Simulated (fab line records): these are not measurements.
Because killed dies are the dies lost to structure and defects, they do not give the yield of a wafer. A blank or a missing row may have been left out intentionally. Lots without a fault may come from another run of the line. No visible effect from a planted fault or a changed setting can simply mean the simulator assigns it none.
Struck lot and sound lot, side by side / flow ritCmos / 15 steps out of a route of 202
Sound: these wafers, L773.1, L773.4, L773.6. Wafers struck: L771.1, L771.5. At the end, the cause is stated.
Per side, at each step with rows, come the tool, then ch with its chambers, and then its first start. Under that, the readings that differ: sound wafers / struck wafers / difference of the means / sigmas: that difference in standard deviations of wafers without a fault.
alike: readings with means less than 2 such deviations apart, plus words and numbers identical on both sides. not compared: withheld readings, readings lacking a value on some wafer, bounds such as >300 that could conceal the same value, and numbers that have no deviation in the record and whose values overlap.
A row with sigmas, a row that says differs or no value, or rows on one side alone: a step with any of these is where the two part. Non-overlapping numbers with no deviation appear without sigmas and do not part them. A reading missing from all wafers of one side parts the sides only when that side holds two or more wafers.

RIT_M1_THK_MEAS_02: measures by xrf.
  sound on filmMetro-02, day 6 04:40; struck on filmMetro-02, day 6 01:53
  alike: M1_AL_THK
then, 6 steps without rows for these wafers: RIT_M1_HMDS_03 (prime time 60 s); RIT_M1_COAT_04 (resist thk 1300 nm); RIT_M1_SOFTBAKE_05 (time 60 s); RIT_M1_EXPOSE_06 (exposes mask M12, target cd 2600 nm); RIT_M1_PEB_07; RIT_M1_DEVELOP_08 (develop time 68 s).
RIT_M1_CD_MEAS_09: the cd target is 2600 nm.
  sound on cdSem-02, day 6 05:36; struck on cdSem-02, day 6 03:13
  alike: cdNm
RIT_M1_OVL_MEAS_10:
  sound on overlay-02, day 6 05:43; struck on overlay-02, day 6 03:20
  alike: M1_OVL
then, 1 step without rows for these wafers: RIT_M1_HARDBAKE_11 (time 120 s).
RIT_M1_METAL_ETCH_12: etches Al in Cl2/BCl3, stops on SiO2, time 171.1 s, target depth 600 nm.
  sound on rieMetal-02 ch 0,1, day 6 06:01; struck on rieMetal-04 ch 0,1, day 6 03:38
  alike: bcl3FlowSccm, drypumpMotorCurrentA, oesProductAu, throttleValvePct
  not compared: rfHoursCounterH
then, 1 step without rows for these wafers: RIT_M1_STRIP_13 (strips in nmp, time 600 s).
RIT_M1_STRIP_14: strips in O2, time 180 s.
  sound on plasmaAsher-03 ch 0,1, day 6 06:21; struck on plasmaAsher-02 ch 1, day 6 03:58
reading=runLengthS (s); sound=209.2 208.9 208.9; struck=213.6 213.3; difference=+4.4; sigmas=+8
  alike: drypumpMotorCurrentA
  not compared: rfHoursCounterH
RIT_M1_CD_MEAS_90: the cd target is 2600 nm.
  sound on cdSem-02, day 6 06:31; struck on cdSem-02, day 6 04:08
  alike: cdNm
RIT_M1_PROBE_99:
  sound on prober-02, day 6 08:16; struck on prober-01, day 6 05:53
  alike: killedAtFrontEnd, killedDies, killedOpen, killedShort

== WHERE THEY PART ==
RIT_M1_STRIP_14 only, going by this record. Later steps at which nothing parts them and some readings are alike: RIT_M1_CD_MEAS_90, RIT_M1_PROBE_99.

WHY: whatever the simulator had introduced
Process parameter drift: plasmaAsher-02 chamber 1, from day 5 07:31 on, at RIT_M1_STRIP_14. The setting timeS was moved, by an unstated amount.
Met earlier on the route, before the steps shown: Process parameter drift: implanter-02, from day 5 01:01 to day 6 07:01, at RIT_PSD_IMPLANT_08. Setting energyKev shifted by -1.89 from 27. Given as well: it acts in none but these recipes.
